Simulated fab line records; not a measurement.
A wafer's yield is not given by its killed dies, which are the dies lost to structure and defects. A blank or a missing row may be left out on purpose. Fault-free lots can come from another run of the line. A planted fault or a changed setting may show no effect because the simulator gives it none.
Comparing a struck lot with a sound one    flow rit_cmos    15 steps out of a route of 202
Sound: wafers L118.1, L118.2, L118.3. Struck: wafers L138.1, L138.4. (L138.5 of the same lot was not struck and is left out.) The cause comes at the end.
For every step that has rows: the tool of each side, followed by ch and its chambers, followed by its first start. Under that, the readings that differ: sound wafers    struck wafers    difference of the means    sigmas: that difference in standard deviations of wafers without a fault.
alike: words and numbers the same on both sides, and readings whose means are apart by under 2 such deviations; not compared: readings that were withheld, readings missing a value for some wafer, numbers with overlapping values and no deviation given by the record, and bounds like >300 which may hide the same value.
Wherever a step has rows on one side only, a row that says differs or no value, or a row with sigmas, the two part there. Numbers that don't overlap but have no deviation are shown without sigmas and don't part them. Lack of a reading on every wafer of one side parts them only where that side has two or more wafers.

first, 1 step without rows for these wafers: RIT_NWELL_IMPLANT_08.
RIT_NWELL_STRIP_09: strips in O2, time 180 s.
  sound on plasma_asher-03 ch 0,1, day 2 11:45; struck on plasma_asher-03 ch 1, day 6 14:19
  alike: drypump_motor_current_A, o2_flow_sccm
  not compared: rf_hours_counter_h
RIT_NWELL_TW_MEAS_10:
  sound on film_metro-04 at day 2 11:55; struck on film_metro-01 at day 6 14:29
reading   sound           struck     difference  sigmas
NWELL_TW  2143 2130 2152  2168 2175  +30         +2
then, 6 steps without rows for these wafers: RIT_PWELL_HMDS_00 (prime time 60 s); RIT_PWELL_COAT_01 (resist thk 1300 nm); RIT_PWELL_SOFTBAKE_02 (time 60 s); RIT_PWELL_EXPOSE_03 (exposes mask M3, target cd 43700 nm); RIT_PWELL_PEB_04; RIT_PWELL_DEVELOP_05 (develop time 68 s).
RIT_PWELL_OVL_MEAS_06:
  sound on overlay-01 at day 2 13:02; struck on overlay-01 at day 6 15:26
  alike: PWELL_OVL
then, 2 steps without rows for these wafers: RIT_PWELL_HARDBAKE_07 (time 120 s); RIT_PWELL_IMPLANT_08.
RIT_PWELL_STRIP_09: strips in O2, time 180 s.
  sound on plasma_asher-03 ch 0,1, day 2 13:28; struck on plasma_asher-03 ch 0, day 6 15:52
reading              sound           struck     difference  sigmas
o2_flow_sccm (sccm)  4003 4010 3996  4789 4804  +794        +72
  alike: drypump_motor_current_A
  not compared: rf_hours_counter_h
RIT_PWELL_TW_MEAS_10:
  sound on film_metro-04 at day 2 13:38; struck on film_metro-01 at day 6 16:02
  alike: PWELL_TW
RIT_M1_PROBE_99:
  the record has rows for the struck wafers here (prober-01, day 8 04:41) and none for the sound ones

WHERE THEY PART
Earliest at RIT_NWELL_TW_MEAS_10; latest, in this record, at RIT_M1_PROBE_99.

WHY: the cause the simulator had injected
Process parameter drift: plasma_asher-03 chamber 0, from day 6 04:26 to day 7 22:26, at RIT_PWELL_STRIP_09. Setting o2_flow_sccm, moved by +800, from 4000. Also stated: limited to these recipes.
